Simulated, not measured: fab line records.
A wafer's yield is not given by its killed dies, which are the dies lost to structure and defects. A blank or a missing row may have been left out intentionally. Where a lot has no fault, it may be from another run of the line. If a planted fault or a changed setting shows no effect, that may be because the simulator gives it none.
Which tool is to blame?	flow berkeleyCmos170	Sampling: 14 lots, 42 wafers, 6 of 331 route steps

WHAT THE GAUGES SHOWED, per wafer
UCB170_GATE_CD_MEAS_90: target cd 350 nm. Usual: cdNm at 350.1 nm, with a standard deviation of 1.2.
lot	measured	on	cdNm (nm)	flag
L519	day 7 08:16	cdSem-02	349.7 350.6 349.6	
L521	day 8 10:19	cdSem-02	349.1 348.5 350.1	
L523	day 8 09:43	cdSem-02	348.3 349.4 348.3	
L525	day 8 10:23	cdSem-02	349.7 350.9 350.1	
L526	day 8 09:51	cdSem-02	350.7 348.7 350.1	
L529	day 8 22:11	cdSem-01	351.8 352.1 350.5	
L530	day 8 21:59	cdSem-01	350.7 350.1 350.4	
L532	day 9 23:29	cdSem-01	350.3 351.3 349.9	
L535	day 10 05:08	cdSem-02	350.9 348.7 349.2	
L534	day 10 04:51	cdSem-02	350.2 349.4 347.8	
L539	day 11 10:03	cdSem-01	351.2 351.1 351.3	
L537	day 11 10:18	cdSem-01	349.3 349.4 349.9	
L538	day 11 09:29	cdSem-02	350.5 349.6 351.9	
L541	day 11 09:35	cdSem-02	349.3 349.4 349.1	

UCB170_PLDD_TW_MEAS_11. Usual: for PLDD_TW the level is 1007 and the standard deviation is 8.3.
lot	measured	on	PLDD_TW	flag
L519	day 7 11:00	filmMetro-01	1019 1019 1018	
L521	day 8 12:46	filmMetro-02	1009 1010 1010	
L523	day 8 12:24	filmMetro-02	1006 1011 1006	
L525	day 8 13:02	filmMetro-02	1009 1013 1005	
L526	day 8 12:32	filmMetro-01	1012 1017 1016	
L529	day 9 02:58	filmMetro-01	1023 1023 1016	
L530	day 9 02:44	filmMetro-04	1076 1079 1082	OFF
L532	day 10 02:44	filmMetro-01	1099 1101 1101	OFF
L535	day 10 08:01	filmMetro-04	1009 1006 1003	
L534	day 10 07:49	filmMetro-01	1013 1015 1017	
L539	day 11 12:57	filmMetro-02	1000 1000 1000	
L537	day 11 13:35	filmMetro-01	1008 1014 1012	
L538	day 11 11:55	filmMetro-04	996 999 991	
L541	day 11 12:37	filmMetro-01	1009 1010 1013	

UCB170_PSD_TW_MEAS_10. Usual: for PSD_TW the level is 2316 and the standard deviation is 18.
lot	measured	on	PSD_TW	flag
L519	day 7 21:53	filmMetro-04	2315 2312 2307	
L521	day 8 22:16	filmMetro-04	2296 2298 2294	
L523	day 8 21:56	filmMetro-04	2298 2287 2292	
L525	day 8 22:38	filmMetro-02	2325 2328 2322	
L526	day 8 22:31	filmMetro-04	2291 2297 2301	
L529	day 9 14:47	filmMetro-02	2301 2298 2303	
L530	day 9 14:34	filmMetro-01	2345 2358 2347	
L532	day 10 16:29	filmMetro-04	2325 2312 2320	
L535	day 10 16:45	filmMetro-04	2318 2323 2328	
L534	day 10 17:08	filmMetro-02	2322 2331 2319	
L539	day 11 22:24	filmMetro-01	2336 2353 2338	
L537	day 11 22:32	filmMetro-04	2285 2305 2295	
L538	day 11 19:58	filmMetro-02	2303 2313 2308	
L541	day 11 20:16	filmMetro-02	2304 2313 2312	

UCB170_SDANNEAL_RS_MEAS_04: measures by four-point-probe. Usual: for PLDD_RS the level is 1032 ohm/sq and the standard deviation is 3.2.
lot	measured	on	PLDD_RS (ohm/sq)	flag
L519	day 8 03:10	filmMetro-04	1033 1029 1032	
L521	day 9 04:42	filmMetro-04	1025 1028 1028	
L523	day 9 04:42	filmMetro-01	1031 1030 1032	
L525	day 9 05:01	filmMetro-02	1027 1027 1029	
L526	day 9 04:35	filmMetro-02	1028 1024 1027	
L529	day 9 18:19	filmMetro-02	1028 1029 1029	
L530	day 9 17:55	filmMetro-01	846 843 844	OFF
L532	day 10 19:50	filmMetro-02	844 844 842	OFF
L535	day 10 20:43	filmMetro-02	1031 1033 1034	
L534	day 10 21:11	filmMetro-01	1034 1031 1031	
L539	day 12 01:27	filmMetro-02	1036 1031 1030	
L537	day 12 01:47	filmMetro-01	1030 1030 1033	
L538	day 11 23:14	filmMetro-04	1032 1028 1031	
L541	day 11 23:29	filmMetro-01	1034 1036 1035	

WHAT TOOL EACH LOT RAN ON (gives the tool, then ch and the chambers of the sampled wafers, and finally the start)
lot	UCB170_PWELL_ETCH_14	UCB170_PLDD_IMPLANT_08
L519	rieDiel-03 ch 0,2,3, day 3 18:04	implanter-01 ch 0, day 7 10:36
L521	rieDiel-03 ch 0,1, day 4 12:19	implanter-03 ch 0, day 8 12:23
L523	rieDiel-03 ch 0,1, day 4 20:10	implanter-01 ch 0, day 8 12:02
L525	rieDiel-04 ch 1,3, day 4 20:33	implanter-01 ch 0, day 8 12:35
L526	rieDiel-03 ch 0,2,3, day 5 02:35	implanter-04 ch 0, day 8 12:11
L529	rieDiel-01 ch 1,2, day 5 09:01	implanter-04 ch 0, day 9 02:34
L530	rieDiel-03 ch 0,2, day 5 09:17	implanter-01 ch 0, day 9 02:20
L532	rieDiel-04 ch 1,3, day 6 01:19	implanter-01 ch 0, day 10 02:21
L535	rieDiel-03 ch 1,2, day 6 12:19	implanter-04 ch 0, day 10 07:37
L534	rieDiel-01 ch 0,1, day 6 12:20	implanter-03 ch 0, day 10 07:27
L539	rieDiel-03 ch 0,1,2, day 7 11:12	implanter-03 ch 0, day 11 12:35
L537	rieDiel-04 ch 0,2,3, day 7 11:16	implanter-03 ch 0, day 11 13:11
L538	rieDiel-03 ch 0,1,3, day 7 11:26	implanter-04 ch 0, day 11 11:31
L541	rieDiel-04 ch 0,1,3, day 7 20:50	implanter-03 ch 0, day 11 12:13
- UCB170_PWELL_ETCH_14: etches Si3N4 in CH3F/Ar/O2, stops on SiO2, target depth 242 nm, time 151 s.
- UCB170_PLDD_IMPLANT_08

AS READ BY THE TOOLS THEMSELVES (means over the sampled wafers that have a number; for cases with no such wafer, the mark the record gives instead)
UCB170_PWELL_ETCH_14. Usual: drypumpMotorCurrentA 5.6 A, standard deviation 0.42; oesProductAu 0.936 a.u., standard deviation 0.016; throttleValvePct 8.12 %, standard deviation 0.081.
lot	tool	drypumpMotorCurrentA (A)	oesProductAu (a.u.)	throttleValvePct (%)	flag
L519	rieDiel-03	5.3	0.948	8.06	
L521	rieDiel-03	5.3	0.928	8.12	
L523	rieDiel-03	5.5	0.922	8.14	
L525	rieDiel-04	5.9	0.954	8.11	
L526	rieDiel-03	5.3	0.945	8.06	
L529	rieDiel-01	5.3	0.944	8.16	
L530	rieDiel-03	5.0	0.946	8.13	
L532	rieDiel-04	5.6	0.936	8.17	
L535	rieDiel-03	5.3	0.933	8.16	
L534	rieDiel-01	5.4	0.952	8.17	
L539	rieDiel-03	5.3	0.940	8.14	
L537	rieDiel-04	5.8	0.919	8.18	
L538	rieDiel-03	5.5	0.918	8.05	
L541	rieDiel-04	5.9	0.932	8.13	

UCB170_PLDD_IMPLANT_08. Usual: beamOnS 9.99 s, standard deviation 0.22; doseIonsCm2 5e+13, standard deviation 5.8e+10; faradayCurrentUA 159, standard deviation 3.4.
lot	tool	beamOnS (s)	doseIonsCm2	faradayCurrentUA	flag
L519	implanter-01	9.92	5e+13	160	
L521	implanter-03	9.91	5e+13	160	
L523	implanter-01	9.94	5e+13	159	
L525	implanter-01	9.96	5e+13	159	
L526	implanter-04	9.97	5e+13	159	
L529	implanter-04	10.19	5e+13	155	
L530	implanter-01	13.61	8e+13	186	OFF
L532	implanter-01	13.83	8e+13	183	OFF
L535	implanter-04	9.97	5e+13	159	
L534	implanter-03	9.87	5e+13	161	
L539	implanter-03	10.19	5e+13	155	
L537	implanter-03	9.90	5e+13	160	
L538	implanter-04	10.02	5e+13	158	
L541	implanter-03	9.89	5e+13	160	

THE ANSWER, worked out from the rows above alone
Rule: lot off if the mean of its wafers having a number is beyond 3 standard deviations from the usual mean. Also off: a lot with no number at a reading for which 4 or more lots have one. Any other lot the step has rows for is counted as sound. Order of review: gauges by route order, followed by the tools' own readings, for which a lot's mean as printed above is used. The first step at which some lot is off is used, and at that step the reading that is off furthest; a lot without a number counts as furthest.
Off: at UCB170_PLDD_TW_MEAS_11 (PLDD_TW), L530, L532.
If a tool, at a process step before that reading, ran all the lots that are off and no sound lot after the first of them, it fits. Not tried: the gauges at UCB170_PLDD_TW_MEAS_11; whatever is off there is also off at UCB170_PLDD_IMPLANT_08, on other tools, and gauge error can't account for it. One fits: implanter-01 at UCB170_PLDD_IMPLANT_08. Its last sound lot is L525 (day 8 12:35), its first lot that is off L530 (day 9 02:20): a fault that began between those two fits.
The tool's own readings at UCB170_PLDD_IMPLANT_08 bear it out: on the lots that are off they differ by more than 5 times the standard deviation of the sound lots' means. beamOnS reads 13.72 s there against 9.98 s on the sound lots; doseIonsCm2 reads 8e+13 there against 5e+13 on the sound lots; faradayCurrentUA reads 184 there against 159 on the sound lots.

WHAT THE SIMULATOR HAD INSERTED
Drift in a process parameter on implanter-01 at UCB170_PLDD_IMPLANT_08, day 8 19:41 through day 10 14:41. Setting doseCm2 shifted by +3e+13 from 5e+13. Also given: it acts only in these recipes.
Lots struck among those shown: L530, L532. The rule above found the same.
